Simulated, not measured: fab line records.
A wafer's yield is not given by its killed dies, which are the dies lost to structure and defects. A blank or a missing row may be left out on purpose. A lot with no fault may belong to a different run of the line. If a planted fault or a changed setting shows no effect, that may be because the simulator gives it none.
fab line records | flow berkeleyCmos170
record: lots: 5 wafers: 15 lastDay: 11
route steps=331 shown GATE@141 PLDD@145 NLDD@158
lots that met no fault: from a run of the same line without faults
startH: hours from the record's first day to the start of the lot's first wafer shown | waitH: hours from the lot's prior step to this one | " repeats the value in the row above | L1.1+2: a single row standing in for several wafers | - no value present, or no start provided | * or withheld: withheld | < > ~ a bound
route shown NAME@n: names a module that has steps shown in the file, with the first one's number in the route | usual: the fault-free wafers' mean and standard deviation | same: alike in all rows | chamber/n: place in a boat | sites: the reading at each site | _std_site: the standard deviation of these | _edge_site: the outer-site mean with the inner-site mean subtracted | radiusMm: for every site, how far away it sits from the centre of the wafer | mask NAME#n: copy n | behind: the tool/chamber that last shaped the wafer | hold: cause of the lot's hold/its duration in hours/its outcome | device: which transistor (n, p or np) failed to switch | end of line: tests run on the same wafers once the route is complete | step lacking rows: just its recipe | killed: count of dies lost to structure and defects at first sort (not the wafer's yield) | map: shows each die of a wafer: x if killed, . if not, _ if none is there
set.NAME: the setting as run; set.NAME@STEP: as run at that earlier step | model.NAME: the simulator's own value behind a step, which no gauge read
lots seen at some steps along the route; tables by step, rows by wafer
services: the hour from which a tool's chamber was out of use, counted from the record's first day as startH (under 0 if before that day), plus the number of hours and why
== steps ==
step: UCB170_GATE_ETCH_15
recipe: chemistry: HBr/Cl2 target: poly-Si stopOn: SiO2 overEtchFrac: 0.3 icpW: 300 biasW: 150 timeS: 56.3 pressureMtorr: 15 HBr_flow_sccm: 150 Cl2_flow_sccm: 50 targetDepthA: 2782
usual: chamberPressureMTorr: 15.000/0.015 drypumpMotorCurrentA: 5.8/0.41 oesProductAu: 0.834/0.013 throttleValvePct: 26.48/0.18
columns lot.wafer tool chamber startH waitH chamberPressureMTorr drypumpMotorCurrentA oesProductAu rfHoursCounterH throttleValvePct
L078.2 rieSi-02 2 163.18 - 15.008 6.2 0.820 97 26.16
L078.3 " 0 " " 14.985 6.1 0.839 0 26.69
L078.5 " 2 " " 15.005 6.2 0.830 - 26.15
L082.2 rieSi-02 0 192.71 - 15.015 6.1 0.838 0 26.70
L082.3 " 3 " " 14.988 6.0 0.822 66 26.51
L082.5 " 0 " " 14.989 6.1 0.839 - 26.68
L085.1 rieSi-01 1 215.30 - 15.000 6.0 0.854 92 26.66
L085.4 " 3 " " 15.002 4.8 0.816 0 26.55
L085.6 " 3 " " 14.974 4.8 0.816 - 26.56
L089.1 rieSi-01 1 220.59 - 15.005 6.0 0.861 92 26.66
L089.3 " 0 " " 14.985 6.0 0.858 45 26.44
L089.4 " 2 " " 14.995 5.8 0.842 33 26.30
L092.2 rieSi-02 2 230.39 - 14.990 6.2 0.817 98 26.15
L092.3 " 1 " " 14.990 5.5 0.824 91 26.63
L092.4 " 3 " " 14.991 6.0 0.831 67 26.51
step: UCB170_GATE_STRIP_16
recipe: chemistry: O2 powerW: 400 pressureMtorr: 3500 platenTempC: withheld o2FlowSccm: 400 overashFraction: 0.5
usual: chamberPressureMTorr: 3500.1/3 drypumpMotorCurrentA: 5.2/0.35 oesProductAu: 0.725/0.0046
columns lot.wafer tool chamber startH waitH chamberPressureMTorr drypumpMotorCurrentA oesProductAu rfHoursCounterH
L078.2 plasmaAsher-03 1 163.23 0.0 3500.7 4.9 0.724 38
L078.3 " 1 " " 3495.6 5.0 0.716 -
L078.5 " 0 " " 3503.4 4.9 0.729 -
L082.2 plasmaAsher-02 0 192.76 0.0 3498.0 5.2 0.722 47
L082.3 " 0 " " 3500.1 5.2 0.729 -
L082.5 " 1 " " 3496.2 5.6 0.726 -
L085.1 plasmaAsher-03 0 215.35 0.0 3503.5 4.8 0.718 43
L085.4 " 0 " " 3496.4 4.8 0.720 -
L085.6 " 1 " " 3498.7 5.0 0.721 -
L089.1 plasmaAsher-03 1 220.64 0.0 3498.2 4.9 0.722 44
L089.3 " 0 " " 3502.9 4.9 0.725 -
L089.4 " 1 " " 3498.4 5.0 0.724 -
L092.2 plasmaAsher-02 1 230.44 0.0 3495.0 5.6 0.727 51
L092.3 " 1 " " 3508.1 5.6 0.724 -
L092.4 " 0 " " 3507.2 5.2 0.723 -
step: UCB170_GATE_CD_MEAS_90
recipe: targetCdNm: 350
usual: cdNm: 350.4/1.3
columns lot.wafer tool chamber startH waitH cdNm
L078.2 cdSem-01 - 163.35 0.1 350.1
L078.3 " - " " 349.5
L078.5 " - " " 349.2
L082.2 cdSem-02 - 192.93 0.1 351.0
L082.3 " - " " 351.0
L082.5 " - " " 350.2
L085.1 cdSem-02 - 215.45 0.1 351.2
L085.4 " - " " 350.8
L085.6 " - " " 351.5
L089.1 cdSem-02 - 220.74 0.1 350.8
L089.3 " - " " 350.1
L089.4 " - " " 351.0
L092.2 cdSem-01 - 230.56 0.1 347.0
L092.3 " - " " 349.2
L092.4 " - " " 349.0
step: UCB170_GATE_CLEAN_17
recipe: chemistry: SPM tempC: 120 timeS: 600
columns lot.wafer tool chamber startH waitH
L078.2+3+5 wetBench-03 1 163.45 0.1
L082.2+3+5 wetBench-02 0 194.04 1.1
L085.1+4+6 wetBench-01 2 215.58 0.1
L089.1+3+4 wetBench-03 1 221.19 0.4
L092.2+3+4 wetBench-03 2 230.66 0.1
step: UCB170_PLDD_HMDS_00
recipe: primeTimeS: 60 primeTempC: 100
columns lot.wafer tool chamber startH waitH
L078.2+3+5 lithoTrack-01 0 164.07 0.4
L082.2+3+5 lithoTrack-02 0 194.71 0.5
L085.1+4+6 lithoTrack-01 0 216.84 1.1
L089.1+3+4 lithoTrack-01 0 221.56 0.2
L092.2+3+4 lithoTrack-02 0 231.02 0.2
step: UCB170_PLDD_COAT_01
recipe: resist: KrF spinRpm: 1500 resistThkNm: 900
columns lot.wafer tool chamber startH waitH
L078.2+3+5 lithoTrack-01 0 164.22 0.1
L082.2+3+5 lithoTrack-02 0 194.86 0.1
L085.1+4+6 lithoTrack-01 0 216.99 0.1
L089.1+3+4 lithoTrack-01 0 221.71 0.1
L092.2+3+4 lithoTrack-02 0 231.17 0.1
step: UCB170_PLDD_SOFTBAKE_02
recipe: resist: KrF tempC: 130 timeS: 60
columns lot.wafer tool chamber startH waitH
L078.2+3+5 lithoTrack-01 0 164.37 0.1
L082.2+3+5 lithoTrack-02 0 195.01 0.1
L085.1+4+6 lithoTrack-01 0 217.14 0.1
L089.1+3+4 lithoTrack-01 0 221.86 0.1
L092.2+3+4 lithoTrack-02 0 231.32 0.1
step: UCB170_PLDD_EXPOSE_03
recipe: maskId: PSELECT na: 0.5 sigmaOuter: 0.6 sourceShape: conventional targetCdNm: 1200 doseMj: 30
usual: exposureDoseMJCm2: 30.00/0.036
columns lot.wafer tool chamber startH waitH mask exposureDoseMJCm2
L078.2 krfScanner-01 0 164.64 0.2 PSELECT#0 29.97
L078.3 " 0 " " PSELECT#0 29.99
L078.5 " 0 " " PSELECT#0 29.98
L082.2 krfScanner-01 0 195.48 0.4 PSELECT#0 29.91
L082.3 " 0 " " PSELECT#0 29.92
L082.5 " 0 " " PSELECT#0 29.96
L085.1 krfScanner-01 0 217.30 0.1 PSELECT#0 30.02
L085.4 " 0 " " PSELECT#0 30.03
L085.6 " 0 " " PSELECT#0 29.98
L089.1 krfScanner-02 0 222.13 0.2 PSELECT#0 30.02
L089.3 " 0 " " PSELECT#0 29.99
L089.4 " 0 " " PSELECT#0 30.00
L092.2 krfScanner-02 0 231.46 0.1 PSELECT#0 30.02
L092.3 " 0 " " PSELECT#0 30.02
L092.4 " 0 " " PSELECT#0 30.05
step: UCB170_PLDD_PEB_04
recipe: pebTempC: 130 pebTimeS: withheld resist: KrF
columns lot.wafer tool chamber startH waitH
L078.2+3+5 lithoTrack-02 0 165.14 0.5
L082.2+3+5 lithoTrack-01 0 196.10 0.6
L085.1+4+6 lithoTrack-01 0 218.01 0.7
L089.1+3+4 lithoTrack-04 0 222.25 0.1
L092.2+3+4 lithoTrack-04 0 231.62 0.1
step: UCB170_PLDD_DEVELOP_05
recipe: developer: TMAH developTimeS: 45 resist: KrF devTempC: 21
columns lot.wafer tool chamber startH waitH
L078.2+3+5 lithoTrack-02 0 - -
L082.2+3+5 lithoTrack-01 0 - -
L085.1+4+6 lithoTrack-01 0 - -
L089.1+3+4 lithoTrack-04 0 - -
L092.2+3+4 lithoTrack-04 0 - -
step: UCB170_PLDD_CD_MEAS_06
recipe: targetCdNm: 1200
usual: cdNm: 1199.9/1.4
columns lot.wafer tool chamber startH waitH cdNm
L078.2 cdSem-02 - 165.41 - 1198.2
L078.3 " - " " 1198.3
L078.5 " - " " 1198.7
L082.2 cdSem-01 - 196.37 - 1199.1
L082.3 " - " " 1198.7
L082.5 " - " " 1196.7
L085.1 cdSem-02 - 218.29 - 1196.8
L085.4 " - " " 1197.8
L085.6 " - " " 1196.7
L089.1 cdSem-01 - 222.52 - 1199.4
L089.3 " - " " 1199.1
L089.4 " - " " 1199.8
L092.2 cdSem-02 - 231.89 - 1199.0
L092.3 " - " " 1200.4
L092.4 " - " " 1199.3
step: UCB170_PLDD_OVL_MEAS_07
usual: PLDD_OVL: 1/5.4
columns lot.wafer tool chamber startH waitH PLDD_OVL[nm]
L078.2 overlay-02 - 165.51 0.1 -11
L078.3 " - " " -8
L078.5 " - " " -7
L082.2 overlay-01 - 196.47 0.1 11
L082.3 " - " " -2
L082.5 " - " " 3
L085.1 overlay-01 - 218.41 0.1 -3
L085.4 " - " " -2
L085.6 " - " " 6
L089.1 overlay-02 - 222.64 0.1 6
L089.3 " - " " 10
L089.4 " - " " 10
L092.2 overlay-02 - 232.00 0.1 -5
L092.3 " - " " -2
L092.4 " - " " -6
step: UCB170_PLDD_IMPLANT_08
recipe: species: BF2 doseCm2: 5e+13 energyKev: 10 tiltDeg: 7 rotationDeg: 0
columns lot.wafer tool chamber startH waitH
L078.2+3+5 implanter-02 0 165.57 0.0
L082.2+3+5 implanter-03 0 196.53 0.0
L085.1+4+6 implanter-03 0 218.45 0.0
L089.1+3+4 implanter-01 0 222.68 0.0
L092.2+3+4 implanter-02 0 232.05 0.0
step: UCB170_PLDD_IMPLANT_09
recipe: species: BF2 doseCm2: 5e+13 energyKev: 10 tiltDeg: 7 rotationDeg: 180
columns lot.wafer tool chamber startH waitH
L078.2+3+5 implanter-02 0 165.72 0.1
L082.2+3+5 implanter-03 0 196.68 0.1
L085.1+4+6 implanter-03 0 218.60 0.1
L089.1+3+4 implanter-01 0 222.83 0.1
L092.2+3+4 implanter-02 0 232.20 0.1
step: UCB170_PLDD_STRIP_10
recipe: chemistry: O2 powerW: 400 pressureMtorr: 3500 platenTempC: withheld o2FlowSccm: 400 overashFraction: 0.5
usual: chamberPressureMTorr: 3500/3.4 drypumpMotorCurrentA: 5.2/0.42 oesProductAu: 0.735/0.0043 stripTimeToEndpointS: 21.61/0.057
columns lot.wafer tool chamber startH waitH chamberPressureMTorr drypumpMotorCurrentA oesProductAu rfHoursCounterH stripTimeToEndpointS
L078.2 plasmaAsher-01 0 165.84 0.1 3500 5.9 0.744 5 21.65
L078.3 " 1 " " 3497 5.3 0.733 - 21.67
L078.5 " 0 " " 3499 5.9 0.733 - 21.58
L082.2 plasmaAsher-03 0 196.80 0.1 3495 4.8 0.730 42 21.72
L082.3 " 1 " " 3501 5.0 0.746 - 21.69
L082.5 " 1 " " 3501 5.0 0.740 - 21.70
L085.1 plasmaAsher-03 0 218.75 0.1 3499 4.8 0.736 44 21.56
L085.4 " 0 " " 3502 4.8 0.731 - 21.58
L085.6 " 0 " " 3506 4.8 0.731 - 21.64
L089.1 plasmaAsher-03 0 222.98 0.1 3500 4.9 0.735 44 21.63
L089.3 " 1 " " 3497 4.9 0.733 - 21.60
L089.4 " 0 " " 3499 4.9 0.730 - 21.60
L092.2 plasmaAsher-03 0 232.33 0.1 3495 4.8 0.737 45 21.68
L092.3 " 0 " " 3494 4.8 0.728 - 21.64
L092.4 " 1 " " 3497 5.0 0.732 - 21.62
step: UCB170_PLDD_TW_MEAS_11
usual: PLDD_TW: 1008/6.9
columns lot.wafer tool chamber startH waitH PLDD_TW
L078.2 filmMetro-02 - 165.95 0.1 1013
L078.3 " - " " 1013
L078.5 " - " " 1006
L082.2 filmMetro-02 - 196.91 0.1 1001
L082.3 " - " " 1007
L082.5 " - " " 1007
L085.1 filmMetro-01 - 218.85 0.1 1014
L085.4 " - " " 1014
L085.6 " - " " 1011
L089.1 filmMetro-01 - 223.08 0.1 1017
L089.3 " - " " 1007
L089.4 " - " " 1016
L092.2 filmMetro-02 - 232.44 0.1 1007
L092.3 " - " " 1013
L092.4 " - " " 1011
step: UCB170_PLDD_CLEAN_12
recipe: chemistry: SPM tempC: 120 timeS: 600
columns lot.wafer tool chamber startH waitH
L078.2+3+5 wetBench-02 0 166.00 0.0
L082.2+3+5 wetBench-03 0 196.96 0.0
L085.1+4+6 wetBench-03 3 218.97 0.1
L089.1+3+4 wetBench-03 3 223.14 0.1
L092.2+3+4 wetBench-04 1 232.49 0.0
step: UCB170_NLDD_HMDS_00
recipe: primeTimeS: 60 primeTempC: 100
columns lot.wafer tool chamber startH waitH
L078.2+3+5 lithoTrack-03 0 166.22 0.0
L082.2+3+5 lithoTrack-02 0 197.37 0.2
L085.1+4+6 lithoTrack-01 0 219.74 0.6
L089.1+3+4 lithoTrack-01 0 223.41 0.1
L092.2+3+4 lithoTrack-02 0 232.89 0.2
step: UCB170_NLDD_COAT_01
recipe: resist: KrF spinRpm: 1500 resistThkNm: 900
columns lot.wafer tool chamber startH waitH
L078.2+3+5 lithoTrack-03 0 166.37 0.1
L082.2+3+5 lithoTrack-02 0 197.52 0.1
L085.1+4+6 lithoTrack-01 0 219.89 0.1
L089.1+3+4 lithoTrack-01 0 223.56 0.1
L092.2+3+4 lithoTrack-02 0 233.04 0.1
step: UCB170_NLDD_SOFTBAKE_02
recipe: resist: KrF tempC: 130 timeS: 60
columns lot.wafer tool chamber startH waitH
L078.2+3+5 lithoTrack-03 0 166.52 0.1
L082.2+3+5 lithoTrack-02 0 197.67 0.1
L085.1+4+6 lithoTrack-01 0 220.04 0.1
L089.1+3+4 lithoTrack-01 0 223.71 0.1
L092.2+3+4 lithoTrack-02 0 233.19 0.1
step: UCB170_NLDD_EXPOSE_03
recipe: maskId: NSELECT na: 0.5 sigmaOuter: 0.6 sourceShape: conventional targetCdNm: 1200 doseMj: 30
usual: exposureDoseMJCm2: 30.01/0.036
columns lot.wafer tool chamber startH waitH mask exposureDoseMJCm2
L078.2 krfScanner-02 0 166.66 0.1 NSELECT#0 30.03
L078.3 " 0 " " NSELECT#0 30.01
L078.5 " 0 " " NSELECT#0 30.06
L082.2 krfScanner-01 0 197.82 0.1 NSELECT#0 29.99
L082.3 " 0 " " NSELECT#0 30.00
L082.5 " 0 " " NSELECT#0 29.99
L085.1 krfScanner-01 0 220.19 0.1 NSELECT#0 30.04
L085.4 " 0 " " NSELECT#0 30.09
L085.6 " 0 " " NSELECT#0 30.07
L089.1 krfScanner-02 0 223.99 0.2 NSELECT#0 30.05
L089.3 " 0 " " NSELECT#0 29.99
L089.4 " 0 " " NSELECT#0 30.06
L092.2 krfScanner-01 0 233.46 0.2 NSELECT#0 29.98
L092.3 " 0 " " NSELECT#0 29.97
L092.4 " 0 " " NSELECT#0 29.94
step: UCB170_NLDD_PEB_04
recipe: pebTempC: 130 pebTimeS: withheld resist: KrF
columns lot.wafer tool chamber startH waitH
L078.2+3+5 lithoTrack-02 0 166.79 0.1
L082.2+3+5 lithoTrack-02 0 198.10 0.3
L085.1+4+6 lithoTrack-03 0 220.60 0.4
L089.1+3+4 lithoTrack-01 0 224.11 0.1
L092.2+3+4 lithoTrack-03 0 233.95 0.5
step: UCB170_NLDD_DEVELOP_05
recipe: developer: TMAH developTimeS: 45 resist: KrF devTempC: 21
columns lot.wafer tool chamber startH waitH
L078.2+3+5 lithoTrack-02 0 - -
L082.2+3+5 lithoTrack-02 0 - -
L085.1+4+6 lithoTrack-03 0 - -
L089.1+3+4 lithoTrack-01 0 - -
L092.2+3+4 lithoTrack-03 0 - -
step: UCB170_NLDD_CD_MEAS_06
recipe: targetCdNm: 1200
usual: cdNm: 1199.9/1.3
columns lot.wafer tool chamber startH waitH cdNm
L078.2 cdSem-01 - 167.06 - 1198.8
L078.3 " - " " 1199.8
L078.5 " - " " 1199.3
L082.2 cdSem-02 - 198.37 - 1199.0
L082.3 " - " " 1198.7
L082.5 " - " " 1198.8
L085.1 cdSem-02 - 220.88 - 1197.7
L085.4 " - " " 1197.2
L085.6 " - " " 1197.5
L089.1 cdSem-01 - 224.40 - 1199.7
L089.3 " - " " 1198.3
L089.4 " - " " 1198.8
L092.2 cdSem-01 - 234.22 - 1199.6
L092.3 " - " " 1200.6
L092.4 " - " " 1197.3
step: UCB170_NLDD_OVL_MEAS_07
usual: NLDD_OVL: 1/5
columns lot.wafer tool chamber startH waitH NLDD_OVL[nm]
L078.2 overlay-01 - 167.16 0.1 -6
L078.3 " - " " -4
L078.5 " - " " -5
L082.2 overlay-01 - 198.47 0.1 4
L082.3 " - " " 7
L082.5 " - " " 0
L085.1 overlay-02 - 221.00 0.1 -7
L085.4 " - " " 1
L085.6 " - " " -1
L089.1 overlay-01 - 224.52 0.1 8
L089.3 " - " " 12
L089.4 " - " " 9
L092.2 overlay-02 - 234.33 0.1 5
L092.3 " - " " 1
L092.4 " - " " 0
step: UCB170_NLDD_IMPLANT_08
recipe: species: As doseCm2: 5e+13 energyKev: 30 tiltDeg: 7 rotationDeg: 0
columns lot.wafer tool chamber startH waitH
L078.2+3+5 implanter-01 0 167.22 0.0
L082.2+3+5 implanter-04 0 198.53 0.0
L085.1+4+6 implanter-01 0 221.03 0.0
L089.1+3+4 implanter-04 0 224.56 0.0
L092.2+3+4 implanter-01 0 234.38 0.0
step: UCB170_NLDD_IMPLANT_09
recipe: species: As doseCm2: 5.063e+13 energyKev: 30 tiltDeg: 7 rotationDeg: 180
columns lot.wafer tool chamber startH waitH
L078.2+3+5 implanter-01 0 167.37 0.1
L082.2+3+5 implanter-04 0 198.68 0.1
L085.1+4+6 implanter-01 0 221.18 0.1
L089.1+3+4 implanter-04 0 224.71 0.1
L092.2+3+4 implanter-01 0 234.53 0.1
== services ==
columns tool chamber startH hours kind
krfScanner-02 - 146.72 1.3 pm
rieSi-01 3 149.24 - clean
rieSi-01 3 149.24 20.7 scheduledDown
rieSi-01 3 149.24 20.7 ventCycle
implanter-03 - 154.22 3.1 pm
krfScanner-01 - 156.08 0.8 pm
rieSi-02 1 169.98 15.1 repair
rieSi-02 0 172.29 5.7 repair
rieSi-01 - 182.28 0.3 repair
plasmaAsher-02 - 185.92 0.7 repair
rieSi-01 - 185.92 0.1 repair
plasmaAsher-02 - 189.25 0.6 repair
krfScanner-02 - 189.25 4.4 pm
rieSi-01 1 190.82 5.6 repair
krfScanner-02 - 193.63 0.8 pm
krfScanner-01 - 195.92 1.3 pm
krfScanner-01 - 198.58 1.0 pm
implanter-03 - 199.54 2.7 repair
krfScanner-02 - 206.76 4.0 pm
krfScanner-02 - 216.80 1.0 pm
wetBench-01 - 231.19 3.4 repair
plasmaAsher-01 - 234.27 2.3 repair
== key ==
fault none
